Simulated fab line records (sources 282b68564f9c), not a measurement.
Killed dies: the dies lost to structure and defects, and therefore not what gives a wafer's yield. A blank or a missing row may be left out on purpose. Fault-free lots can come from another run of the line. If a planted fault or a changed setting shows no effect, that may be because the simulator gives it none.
fab line records	flow rit-cmos
record: lots: 7	wafers: 21	last-day: 6
route steps=202 shown NWELL@30 PWELL@39 M1@202
lots with no fault: from the same line, run without faults
start-h: hours from the record's first day to the start of the lot's first wafer shown	wait-h: how many hours have passed since the lot's step before this one	" repeats the value in the row above	L1.1+2: a row that stands for several wafers	- no value present, or no start provided	* or withheld: withheld	< > ~ a bound
route shown NAME@n: names a module that has steps shown in the file, with the first one's number in the route	usual: mean/standard deviation of fault-free wafers	same: alike in all rows	chamber/n: place in a boat	sites: readings site by site	_std_site: the values' standard deviation	_edge_site: the outer-site mean with the inner-site mean subtracted	radius-mm: how far each site lies from the wafer's centre	mask NAME#n: copy n	behind: the tool/chamber that last shaped the wafer	hold: why the lot went on hold/how many hours it stayed there/how the hold came to an end	device: whichever transistor did not switch (one of n, p or np)	end of line: the same wafers' tests at the end of the route	step lacking rows: just its recipe	killed: dies lost to structure and defects at the first sort, not the wafer's yield	map: a wafer's dies, marking killed ones x, the rest . and places with no die _
set.NAME: setting as actually run; set.NAME@STEP: the setting as run at that earlier step	model.NAME: the simulator's own value behind a step, which no gauge read
certain route steps with their lots: each step a table, each wafer a row
services: the hour from which a tool's chamber was out of use, counted from the record's first day as start-h (under 0 if before that day), plus the number of hours and why
== steps ==
step: RIT_NWELL_SOFTBAKE_02
recipe: resist: NOVOLAK	temp-c: 90	time-s: 60
step: RIT_NWELL_EXPOSE_03
recipe: mask-id: M2	na: 0.57	target-cd-nm: 43900	dose-mj: 250
step: RIT_NWELL_PEB_04
recipe: resist: NOVOLAK	temp-c: withheld	time-s: withheld
step: RIT_NWELL_DEVELOP_05
recipe: resist: NOVOLAK	develop-time-s: 68	dev-temp-c: 23
step: RIT_NWELL_OVL_MEAS_06
usual: NWELL_OVL: 0.7/1.3
lot.wafer	tool	chamber	start-h	wait-h	NWELL_OVL[nm]
L346.2	overlay-01	-	20.60	-	-0.5
L346.5	"	-	"	"	-1.2
L346.6	"	-	"	"	-1.3
L348.1	overlay-02	-	30.92	-	0.2
L348.4	"	-	"	"	-0.3
L348.5	"	-	"	"	-0.7
L352.3	overlay-02	-	52.09	-	1.0
L352.4	"	-	"	"	-0.3
L352.5	"	-	"	"	0.4
L353.1	overlay-01	-	57.73	-	0.8
L353.3	"	-	"	"	1.0
L353.4	"	-	"	"	1.1
L354.2	overlay-01	-	60.67	-	-1.8
L354.5	"	-	"	"	-1.2
L354.6	"	-	"	"	-1.9
L358.4	overlay-01	-	81.57	-	1.0
L358.5	"	-	"	"	1.7
L358.6	"	-	"	"	2.3
L360.1	overlay-01	-	93.19	-	2.5
L360.3	"	-	"	"	4.2
L360.4	"	-	"	"	1.6
step: RIT_NWELL_HARDBAKE_07
recipe: resist: NOVOLAK	temp-c: 140	time-s: 120
step: RIT_NWELL_IMPLANT_08
recipe: species: P	energy-kev: 170	dose-cm2: 5e+13	tilt-deg: 7
step: RIT_NWELL_STRIP_09
recipe: chemistry: O2	time-s: 180	resist: NOVOLAK	platen-temp-c: withheld	power-w: 500	pressure-mtorr: 4000	o2-flow-sccm: 4000
usual: drypump-motor-current-A: 5.7/0.38	o2-flow-sccm: 3999/12	rf-refl-power-W: 6.9/1
lot.wafer	tool	chamber	start-h	wait-h	drypump-motor-current-A	o2-flow-sccm	rf-hours-counter-h	rf-refl-power-W
L346.2	plasma-asher-02	0	21.03	0.1	6.5	4010	40	8.1
L346.5	"	0	"	"	6.5	4009	-	8.4
L346.6	"	1	"	"	5.9	3981	-	6.1
L348.1	plasma-asher-04	0	31.36	0.1	5.3	3981	42	7.8
L348.4	"	0	"	"	5.3	3986	-	8.2
L348.5	"	0	"	"	5.3	3995	-	8.0
L352.3	plasma-asher-02	0	52.57	0.1	6.5	4011	-	8.0
L352.4	"	1	"	"	5.9	3988	-	6.9
L352.5	"	0	"	"	6.5	3994	-	7.8
L353.1	plasma-asher-04	0	58.17	0.1	5.3	3980	45	7.9
L353.3	"	1	"	"	5.9	4009	-	6.9
L353.4	"	0	"	"	5.3	4007	-	7.9
L354.2	plasma-asher-04	1	61.10	0.1	5.9	4004	45	7.5
L354.5	"	0	"	"	5.3	3998	-	7.8
L354.6	"	1	"	"	5.9	4005	-	7.3
L358.4	plasma-asher-04	1	82.05	0.1	5.9	3995	-	7.1
L358.5	"	1	"	"	5.9	3993	-	6.9
L358.6	"	0	"	"	5.3	4003	-	7.6
L360.1	plasma-asher-02	1	93.62	0.1	5.9	4014	48	6.5
L360.3	"	1	"	"	5.9	4024	-	6.7
L360.4	"	0	"	"	6.5	4011	-	8.3
step: RIT_NWELL_TW_MEAS_10
usual: NWELL_TW: 2154/16
lot.wafer	tool	chamber	start-h	wait-h	NWELL_TW
L346.2	film-metro-02	-	21.22	0.1	2143
L346.5	"	-	"	"	2150
L346.6	"	-	"	"	2148
L348.1	film-metro-04	-	31.53	0.1	2154
L348.4	"	-	"	"	2149
L348.5	"	-	"	"	2151
L352.3	film-metro-04	-	52.71	0.1	2133
L352.4	"	-	"	"	2129
L352.5	"	-	"	"	2133
L353.1	film-metro-02	-	58.34	0.1	2144
L353.3	"	-	"	"	2144
L353.4	"	-	"	"	2150
L354.2	film-metro-02	-	61.29	0.1	2146
L354.5	"	-	"	"	2148
L354.6	"	-	"	"	2145
L358.4	film-metro-02	-	82.19	0.1	2147
L358.5	"	-	"	"	2148
L358.6	"	-	"	"	2138
L360.1	film-metro-03	-	93.80	0.1	2172
L360.3	"	-	"	"	2167
L360.4	"	-	"	"	2173
step: RIT_PWELL_HMDS_00
recipe: prime-time-s: 60	prime-temp-c: 140
step: RIT_PWELL_COAT_01
recipe: resist: NOVOLAK	spin-rpm: 2000	resist-thk-nm: 1300
step: RIT_PWELL_SOFTBAKE_02
recipe: resist: NOVOLAK	temp-c: 90	time-s: 60
step: RIT_PWELL_EXPOSE_03
recipe: mask-id: M3	na: 0.57	target-cd-nm: 43700	dose-mj: 250
lot.wafer	tool	chamber	start-h	wait-h	mask	model.PWELL.overlay-x-nm
L346.2+5+6	iline-stepper-02	0	21.75	0.1	M3#0	-0.5634
L348.1+4+5	iline-stepper-01	0	32.17	0.2	M3#0	-0.7616
L352.3+4+5	iline-stepper-01	0	53.36	0.2	M3#0	359.1
L353.1+3+4	iline-stepper-02	0	58.98	0.2	M3#0	0.218
L354.2+5+6	iline-stepper-01	0	62.01	0.3	M3#0	359.2
L358.4+5+6	iline-stepper-01	0	83.10	0.2	M3#0	357.8
L360.1+3+4	iline-stepper-02	0	94.31	0.1	M3#0	2.282
step: RIT_PWELL_PEB_04
recipe: resist: NOVOLAK	temp-c: withheld	time-s: withheld
step: RIT_PWELL_DEVELOP_05
recipe: resist: NOVOLAK	develop-time-s: 68	dev-temp-c: 23
step: RIT_PWELL_OVL_MEAS_06
usual: PWELL_OVL: 0.2/1.2
lot.wafer	tool	chamber	start-h	wait-h	hold	PWELL_OVL[nm]
L346.2	overlay-01	-	22.17	-	-	0.5
L346.5	"	-	"	"	-	0.0
L346.6	"	-	"	"	-	-0.2
L348.1	overlay-01	-	32.60	-	-	-1.1
L348.4	"	-	"	"	-	0.1
L348.5	"	-	"	"	-	0.4
L352.3	overlay-01	-	53.76	-	await-dispo/0.2h/release	359.5
L352.4	"	-	"	"	await-dispo/0.2h/release	358.4
L352.5	"	-	"	"	await-dispo/0.2h/release	357.5
L352.3	overlay-01	-	53.97	0.2	-	358.5
L352.4	"	-	"	"	-	358.2
L352.5	"	-	"	"	-	356.9
L353.1	overlay-02	-	59.41	-	-	-1.1
L353.3	"	-	"	"	-	-0.5
L353.4	"	-	"	"	-	-0.5
L354.2	overlay-02	-	62.46	-	await-dispo/0.2h/release	359.8
L354.5	"	-	"	"	await-dispo/0.2h/release	359.2
L354.6	"	-	"	"	await-dispo/0.2h/release	357.6
L354.2	overlay-02	-	62.67	0.2	-	359.2
L354.5	"	-	"	"	-	359.0
L354.6	"	-	"	"	-	356.7
L358.4	overlay-02	-	83.60	-	await-dispo/0.2h/release	360.2
L358.5	"	-	"	"	await-dispo/0.2h/release	359.2
L358.6	"	-	"	"	await-dispo/0.2h/release	360.3
L358.4	overlay-02	-	83.80	0.2	-	359.2
L358.5	"	-	"	"	-	358.9
L358.6	"	-	"	"	-	359.5
L360.1	overlay-02	-	94.74	-	-	0.9
L360.3	"	-	"	"	-	3.2
L360.4	"	-	"	"	-	1.7
step: RIT_M1_PROBE_99
usual: defect-limited-yield: 97.2/1.2	killed-at-contacts: 0.1/0.27	killed-at-front-end: 7/3.1	killed-dies: 7/3.2	killed-open: 3.8/2.1	killed-short: 3.6/2	sort_bin_3_pad_short: 0.1/0.22	sort_bin_5_function: 1.7/0.8	sort_bin_6_memory: 1.0/0.64	sort-n-pass: 257/3.2	sort-yield-pct: 97.2/1.2
same: gross-dies: 264	killed_at_M0_to_M3: 0	killed_at_M4_up: 0	killed-at-back-side: 0	killed-at-other: 0
lot.wafer	tool	chamber	start-h	wait-h	defect-limited-yield[%]	killed-at-contacts	killed-at-front-end	killed-dies	killed-open	killed-short	sort_bin_3_pad_short[%]	sort_bin_5_function[%]	sort_bin_6_memory[%]	sort-n-pass	sort-yield-pct[%]
L353.1	prober-02	-	97.01	0.1	97.3	0	7	7	4	3	0.4	1.5	0.8	257	97.3
L353.3	prober-02	-	97.11	0.2	95.5	0	12	12	6	6	0	1.9	2.7	252	95.5
L353.4	prober-02	-	97.16	0.2	97.0	0	8	8	3	5	0.8	1.1	1.1	256	97.0
killed by level:class
L353.1 FOX1:geometric-particle:short=2 FOX1:geometric-particle:open=1 FOX2:geometric-particle:open=1 GATE:geometric-particle:open=1 REOX:geometric-particle:open=1 REOX:geometric-particle:short=1
L353.3 FOX1:geometric-particle:open=2 SPACER:geometric-particle:open=2 SPACER:geometric-particle:short=2 FOX1:geometric-particle:short=1 GATE:geometric-particle:short=1 REOX:geometric-particle:open=1 REOX:geometric-particle:short=1 SILICIDE:geometric-particle:short=1
L353.4 GATE:geometric-particle:short=4 REOX:geometric-particle:open=2 GATE:geometric-particle:open=1 SPACER:geometric-particle:short=1
== services ==
tool	chamber	start-h	hours	kind
iline-stepper-01	-	35.63	7.5	repair
iline-stepper-02	-	60.80	1.7	pm
iline-stepper-01	-	73.14	2.1	pm
iline-stepper-01	-	75.23	-	consumable-replace:lamp
== key ==
first-sign: step: RIT_PWELL_OVL_MEAS_06	reading: visit	direction: added
effect: step: RIT_PWELL_OVL_MEAS_06	reading: PWELL_OVL	direction: up	sigmas: 99+	usual: 0.2	struck: 359.1
model-effect: step: RIT_PWELL_EXPOSE_03	value: PWELL.overlay-x-nm	without: -1.305	struck: 358.7
met-at RIT_PWELL_EXPOSE_03
struck-wafers L352.3,L352.4,L352.5,L354.2,L354.5,L354.6,L358.4,L358.5,L358.6
scrapped-behind RIT_PWELL_OVL_MEAS_06 L352.3,L352.4,L352.5,L354.2,L354.5,L354.6,L358.4,L358.5,L358.6
onset-between 32.17 53.36
fault: kind: scanner-matching-overlay	tool: iline-stepper-01	chamber: -	onset-h: 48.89	steps: RIT_PWELL_EXPOSE_03	offset: 360
